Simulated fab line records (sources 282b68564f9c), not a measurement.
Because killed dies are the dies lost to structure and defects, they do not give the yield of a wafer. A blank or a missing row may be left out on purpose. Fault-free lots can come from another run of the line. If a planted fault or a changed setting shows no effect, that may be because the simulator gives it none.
Which tool did it? / flow rit cmos / 14 lots, 42 wafers sampled, at 3 steps of a route of 202

WHAT THE GAUGES SHOWED, per wafer
RIT_SILICIDE_RS_MEAS_02: a four-point-probe measurement.
lot=L997; measured=day 3 01:42; on=film metro-01; SILICIDE_TI_RS (ohm/sq)=47.0 47.9 47.4
lot=L998; measured=day 3 09:07; on=film metro-01; SILICIDE_TI_RS (ohm/sq)=48.9 48.6 48.6
lot=L999; measured=day 3 13:38; on=film metro-01; SILICIDE_TI_RS (ohm/sq)=48.7 48.9 49.1
lot=L100; measured=day 3 18:13; on=film metro-02; SILICIDE_TI_RS (ohm/sq)=47.5 47.9 47.6
lot=L101; measured=day 3 23:34; on=film metro-01; SILICIDE_TI_RS (ohm/sq)=47.8 48.0 48.7
lot=L102; measured=day 4 06:40; on=film metro-04; SILICIDE_TI_RS (ohm/sq)=46.8 47.5 47.3
lot=L104; measured=day 4 18:05; on=film metro-02; SILICIDE_TI_RS (ohm/sq)=48.0 47.4 47.6
lot=L105; measured=day 4 20:10; on=film metro-02; SILICIDE_TI_RS (ohm/sq)=47.2 49.0 47.2
lot=L106; measured=day 5 01:47; on=film metro-01; SILICIDE_TI_RS (ohm/sq)=47.1 47.6 47.7
lot=L107; measured=day 5 04:12; on=film metro-01; SILICIDE_TI_RS (ohm/sq)=48.3 49.2 48.7
lot=L110; measured=day 5 20:15; on=film metro-04; SILICIDE_TI_RS (ohm/sq)=47.4 46.2 71.0 47.9 46.5 71.9
lot=L112; measured=day 6 05:40; on=film metro-01; SILICIDE_TI_RS (ohm/sq)=48.3 72.1 47.6 48.6 73.3 48.1
lot=L117; measured=day 7 10:01; on=film metro-01; SILICIDE_TI_RS (ohm/sq)=47.7 48.4 47.5
lot=L119; measured=day 7 18:05; on=film metro-04; SILICIDE_TI_RS (ohm/sq)=47.4 47.6 48.2

RIT_SILICIDE_THK_MEAS_03: measures by xrf.
lot=L997; measured=day 3 01:49; on=film metro-01; SILICIDE_TI_THK (nm)=29.7 29.3 29.5
lot=L998; measured=day 3 09:14; on=film metro-01; SILICIDE_TI_THK (nm)=28.7 29.2 29.0
lot=L999; measured=day 3 13:46; on=film metro-01; SILICIDE_TI_THK (nm)=28.9 28.8 28.6
lot=L100; measured=day 3 18:20; on=film metro-02; SILICIDE_TI_THK (nm)=29.7 29.6 29.7
lot=L101; measured=day 3 23:41; on=film metro-01; SILICIDE_TI_THK (nm)=29.3 29.3 28.9
lot=L102; measured=day 4 06:47; on=film metro-04; SILICIDE_TI_THK (nm)=30.3 29.9 29.9
lot=L104; measured=day 4 18:12; on=film metro-02; SILICIDE_TI_THK (nm)=29.5 30.0 29.8
lot=L105; measured=day 4 20:17; on=film metro-02; SILICIDE_TI_THK (nm)=29.9 29.1 29.9
lot=L106; measured=day 5 01:53; on=film metro-01; SILICIDE_TI_THK (nm)=29.6 29.6 29.4
lot=L107; measured=day 5 04:19; on=film metro-01; SILICIDE_TI_THK (nm)=29.0 28.6 28.8
lot=L110; measured=day 5 22:17; on=film metro-04; SILICIDE_TI_THK (nm)=29.9 30.6 21.9 30.0 30.6 21.8
lot=L112; measured=day 6 11:43; on=film metro-01; SILICIDE_TI_THK (nm)=29.2 21.3 29.4 29.2 21.2 29.5
lot=L117; measured=day 7 10:08; on=film metro-01; SILICIDE_TI_THK (nm)=29.7 29.3 29.8
lot=L119; measured=day 7 18:13; on=film metro-04; SILICIDE_TI_THK (nm)=29.6 29.7 29.4

WHICH TOOL RAN EACH LOT (tool, then ch and the chambers of the sampled wafers, then the start)
lot=L997; RIT_SILICIDE_SPUTTER_01=pvd sputter-01, day 3 01:31
lot=L998; RIT_SILICIDE_SPUTTER_01=pvd sputter-02, day 3 08:57
lot=L999; RIT_SILICIDE_SPUTTER_01=pvd sputter-01, day 3 13:29
lot=L100; RIT_SILICIDE_SPUTTER_01=pvd sputter-02, day 3 18:03
lot=L101; RIT_SILICIDE_SPUTTER_01=pvd sputter-01, day 3 23:24
lot=L102; RIT_SILICIDE_SPUTTER_01=pvd sputter-02, day 4 06:31
lot=L104; RIT_SILICIDE_SPUTTER_01=pvd sputter-02, day 4 17:55
lot=L105; RIT_SILICIDE_SPUTTER_01=pvd sputter-04, day 4 20:01
lot=L106; RIT_SILICIDE_SPUTTER_01=pvd sputter-02, day 5 01:35
lot=L107; RIT_SILICIDE_SPUTTER_01=pvd sputter-04, day 5 04:03
lot=L110; RIT_SILICIDE_SPUTTER_01=pvd sputter-02, day 5 20:02
lot=L112; RIT_SILICIDE_SPUTTER_01=pvd sputter-02, day 6 05:31
lot=L117; RIT_SILICIDE_SPUTTER_01=pvd sputter-04, day 7 09:51
lot=L119; RIT_SILICIDE_SPUTTER_01=pvd sputter-04, day 7 17:56
- RIT_SILICIDE_SPUTTER_01: material Ti, target thk 30 nm, time 240 s.

AS READ BY THE TOOLS THEMSELVES (means over the sampled wafers that have a number; for cases with no such wafer, the mark the record gives instead)
RIT_SILICIDE_SPUTTER_01.
lot=L997; tool=pvd sputter-01; throttle valve pct (%)=30.7
lot=L998; tool=pvd sputter-02; throttle valve pct (%)=29.0
lot=L999; tool=pvd sputter-01; throttle valve pct (%)=30.0
lot=L100; tool=pvd sputter-02; throttle valve pct (%)=29.5
lot=L101; tool=pvd sputter-01; throttle valve pct (%)=30.8
lot=L102; tool=pvd sputter-02; throttle valve pct (%)=29.8
lot=L104; tool=pvd sputter-02; throttle valve pct (%)=30.4
lot=L105; tool=pvd sputter-04; throttle valve pct (%)=29.1
lot=L106; tool=pvd sputter-02; throttle valve pct (%)=30.6
lot=L107; tool=pvd sputter-04; throttle valve pct (%)=30.0
lot=L110; tool=pvd sputter-02; throttle valve pct (%)=29.9
lot=L112; tool=pvd sputter-02; throttle valve pct (%)=29.7
lot=L117; tool=pvd sputter-04; throttle valve pct (%)=30.1
lot=L119; tool=pvd sputter-04; throttle valve pct (%)=30.3

THE ANSWER, worked out from the rows above alone
Rule: the usual values come from the lots themselves. The widest of any qualifying gaps counts: lots, ordered by their means at a reading, are off when they make up no more than a third of the lots, leave a main group of 4 or more, and stand apart from it by 3 or more times the standard deviation of that group's means. Not used: any main group whose means are identical at the precision the tables above print for the reading. A lot without any number at a reading at which 4 lots or more have one is off too. The other lots that the step has rows for count as sound. After the gauges, taken in route order, come the tools' own readings; for these a lot's mean is taken, as printed above. The first step at which some lot is off is used, and at that step the reading that is off furthest; a lot without a number counts as furthest.
Off: L110, L112, seen at RIT_SILICIDE_RS_MEAS_02 (SILICIDE_TI_RS). Main group: mean 47.9 ohm/sq, sd 0.53.
If a tool, at a process step before that reading, ran all the lots that are off and no sound lot after the first of them, it fits. Those tools and the gauges at RIT_SILICIDE_RS_MEAS_02 are tried in the same way. One fits: pvd sputter-02 at RIT_SILICIDE_SPUTTER_01. A fault onset in the window from L106 (day 5 01:35, its last sound lot) to L110 (day 5 20:02, its first lot off) fits.

WHAT WAS PUT IN BY THE SIMULATOR
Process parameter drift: pvd sputter-02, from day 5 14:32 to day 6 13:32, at RIT_SILICIDE_SPUTTER_01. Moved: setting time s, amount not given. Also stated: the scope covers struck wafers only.
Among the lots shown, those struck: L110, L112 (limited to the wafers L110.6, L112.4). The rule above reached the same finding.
